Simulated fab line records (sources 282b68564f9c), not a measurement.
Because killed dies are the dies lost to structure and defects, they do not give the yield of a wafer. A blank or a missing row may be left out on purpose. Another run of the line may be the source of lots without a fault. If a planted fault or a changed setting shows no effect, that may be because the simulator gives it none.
Split-lot trial | flow rit cmos | 23 wafers read across 5 lots, on a route 202 steps long

THE SPLIT
At RIT_M1_SPUTTER_00 (material Al, target thk 400 nm, time 500 s), the setting power w was moved away from the recipe's 2000 W on 7 of the 23 wafers read, by -7.9% to +10.5%. This setting was run at the recipe's value on the other wafers.

FROM THE SPLIT TO THE READING: what the file shows between them, 6 steps
- RIT_M1_RS_MEAS_01: measures by four-point-probe
- RIT_M1_THK_MEAS_02: measures by xrf
- RIT_M1_COAT_04: resist thk 1300 nm (also split here: resist thk nm)
- RIT_M1_SOFTBAKE_05: time 60 s
- RIT_M1_EXPOSE_06: exposes mask M12, target cd 2600 nm
- RIT_M1_HARDBAKE_11: time 120 s

THE READING
oes product au, in a.u., at RIT_M1_METAL_ETCH_12 (etches Al in Cl2/BCl3, stops on SiO2, time 165 s, target depth 600 nm). Typical for fault-free wafers on this fab line: 0.781 a.u., with standard deviation 0.011 a.u.

wafer  | tool, chamber at the split | power w as run, W | against the recipe | oes product au, a.u. | against lot-mates on the recipe
L074.2 | pvd sputter-01, -          | 2089              | +4.4%              | 0.787                | +0.019
L074.3 | pvd sputter-01, -          | 2000              | recipe             | 0.773                | -
L074.4 | pvd sputter-01, -          | 2000              | recipe             | 0.764                | -
L074.5 | pvd sputter-01, -          | 2089              | +4.4%              | 0.792                | +0.024
L074.6 | pvd sputter-01, -          | 2089              | +4.4%              | 0.788                | +0.020
L075.1 | pvd sputter-03, -          | 2000              | recipe             | 0.778                | -
L075.5 | pvd sputter-03, -          | 2000              | recipe             | 0.770                | -
L075.6 | pvd sputter-03, -          | 2000              | recipe             | 0.781                | -
L077.1 | pvd sputter-03, -          | 2000              | recipe             | 0.770                | -
L077.3 | pvd sputter-03, -          | 2000              | recipe             | 0.772                | -
L077.4 | pvd sputter-03, -          | 2000              | recipe             | 0.786                | -
L077.5 | pvd sputter-03, -          | 2000              | recipe             | 0.789                | -
L077.6 | pvd sputter-03, -          | 2000              | recipe             | 0.772                | -
L080.1 | pvd sputter-01, -          | 2000              | recipe             | 0.766                | -
L080.2 | pvd sputter-01, -          | 2000              | recipe             | 0.769                | -
L080.4 | pvd sputter-01, -          | 1842              | -7.9%              | 0.745                | -0.026
L080.5 | pvd sputter-01, -          | 2000              | recipe             | 0.777                | -
L080.6 | pvd sputter-01, -          | 1842              | -7.9%              | 0.734                | -0.037
L085.2 | pvd sputter-02, -          | 2000              | recipe             | 0.777                | -
L085.3 | pvd sputter-02, -          | 2211              | +10.5%             | 0.826                | +0.044
L085.4 | pvd sputter-02, -          | 2000              | recipe             | 0.787                | -
L085.5 | pvd sputter-02, -          | 2211              | +10.5%             | 0.838                | +0.056
L085.6 | pvd sputter-02, -          | 2000              | recipe             | 0.782                | -

THE FIT
A straight line over all 23 wafers: oes product au changes by +0.00478 a.u. for each +1% of power w; r = +0.94; the points scatter about the line by 0.0078 a.u.
The same after taking each lot's own level away (the mean of its wafers on the recipe; 23 wafers): +0.00444 a.u. for each +1%; r = +0.96; scatter 0.0059 a.u.
The reading moves by 0.047 a.u. for the largest change in power w, on that fit.
Across the lots, their own levels run from 0.7685 to 0.7820 a.u., a range of 1.2 times the standard deviation given above.
The two slopes are in agreement: the lot-to-lot level therefore moves the slope only a little.
Check: for one of the wafers moved furthest among these (+10.5%), held out of the fit, the line's prediction against its lot-mates is +0.049 a.u. Against them it came out at +0.044 a.u.

THESE WAFERS: OTHER SPLITS
These wafers also went through other splits before the reading. Each is held against what the fit with the lots' levels taken away leaves over:
other split on the same wafers | wafers away from the commonest value | r with oes product au (lot level and that fit taken away)
RIT_M1_COAT_04 resist thk nm   | 11                                   | -0.09

THE WHOLE CHAIN: every reading that the file lists as answering this split, in the file's order
step                 | what it does                                                          | reading                                                                     | change (the file's fit)                   | r (the file's)
RIT_M1_SPUTTER_00    | material Al, target thk 400 nm, time 500 s                            | Al_of_M1_SPUTTER_00.thk nm (the simulator's own value, which no gauge read) | +4.16 nm for each +1% of the setting      | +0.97
RIT_M1_RS_MEAS_01    | measures by four-point-probe                                          | M1_AL_RS                                                                    | -0.000759 for each +1% of the setting     | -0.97
RIT_M1_THK_MEAS_02   | measures by xrf                                                       | M1_AL_THK                                                                   | +4.15 for each +1% of the setting         | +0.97
RIT_M1_METAL_ETCH_12 | etches Al in Cl2/BCl3, stops on SiO2, time 165 s, target depth 600 nm | oes product au                                                              | +0.00447 a.u. for each +1% of the setting | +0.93

FILE'S OWN FIT
oes product au changes by +0.00447 a.u. for each +1% of power w, r = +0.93.
